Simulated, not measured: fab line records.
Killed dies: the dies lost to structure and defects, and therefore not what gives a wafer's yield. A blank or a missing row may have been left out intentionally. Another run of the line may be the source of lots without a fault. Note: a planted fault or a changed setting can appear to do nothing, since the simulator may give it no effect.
Which tool is to blame? -- flow berkeley-cmos170 -- Sampling: 12 lots, 36 wafers, 2 of 331 route steps

== WHAT THE GAUGES READ, wafer by wafer ==
UCB170_START_BOW_MEAS_00. Usual: INCOMING_BOW 0 um, standard deviation 6.3.
lot,measured,on,INCOMING_BOW (um),flag
L699,day 1 10:01,film-metro-04,-10 4 0,
L700,day 1 15:00,film-metro-01,-5 -5 2,
L701,day 1 20:00,film-metro-01,-2 -10 -3,
L706,day 2 21:00,film-metro-01,1 12 0,
L709,day 3 12:00,film-metro-01,1 5 9,
L711,day 3 22:00,film-metro-01,-2 -14 3,
L712,day 4 03:00,film-metro-02,2 13 6,
L715,day 4 18:00,film-metro-04,-7 -2 2,
L716,day 4 23:01,film-metro-01,-10 -12 -10,
L719,day 5 14:02,film-metro-01,10 0 0,
L721,day 6 00:04,film-metro-01,-4 8 -4,
L722,day 6 05:00,film-metro-02,-3 -1 2,

UCB170_NWELL_OVL_MEAS_12. Usual: NWELL_OVL 0 nm, standard deviation 5.8.
lot,measured,on,NWELL_OVL (nm),flag
L699,day 2 17:49,overlay-02,4 2 -8,
L700,day 2 17:51,overlay-01,5 7 6,
L701,day 2 23:57,overlay-02,0 1 1,
L706,day 3 18:12,overlay-02,-4 -5 3,
L709,day 4 07:40,overlay-01,4 1 -1,
L711,day 5 02:31,overlay-02,-7 -7 -4,
L712,day 5 11:03,overlay-02,7 0 1,
L715,day 5 18:22,overlay-02,3 -5 6,
L716,day 5 18:07,overlay-01,3 -7 -2,
L719,day 6 09:43,overlay-02,-1 -11 -9,
L721,day 6 17:33,overlay-02,12 8 10,
L722,day 6 23:32,overlay-01,2 4 4,

== EACH LOT AND THE TOOL THAT RAN IT (in order: tool; ch and the chambers of the sampled wafers; start) ==
No process step before these readings appears in the record.

== WHAT THE TOOLS THEMSELVES READ (means of the sampled wafers that have a number; where no wafer has one, the mark that the record gives instead) ==
The record holds no such reading with a usual standard deviation.

== THE ANSWER, worked out from the rows above alone ==
Rule: take the mean of a lot's wafers that have a number; if it is more than 3 standard deviations from the usual mean, the lot is off. Also off: a lot with no number at a reading for which 4 or more lots have one. The other lots that the step has rows for count as sound. After the gauges, taken in route order, come the tools' own readings; for these a lot's mean is taken, as printed above. The first step at which some lot is off is used, and at that step the reading that is off furthest; a lot without a number counts as furthest.
No lot is off at any reading shown: from this, nothing can be told.

== WHAT HAD BEEN PUT IN BY THE SIMULATOR ==
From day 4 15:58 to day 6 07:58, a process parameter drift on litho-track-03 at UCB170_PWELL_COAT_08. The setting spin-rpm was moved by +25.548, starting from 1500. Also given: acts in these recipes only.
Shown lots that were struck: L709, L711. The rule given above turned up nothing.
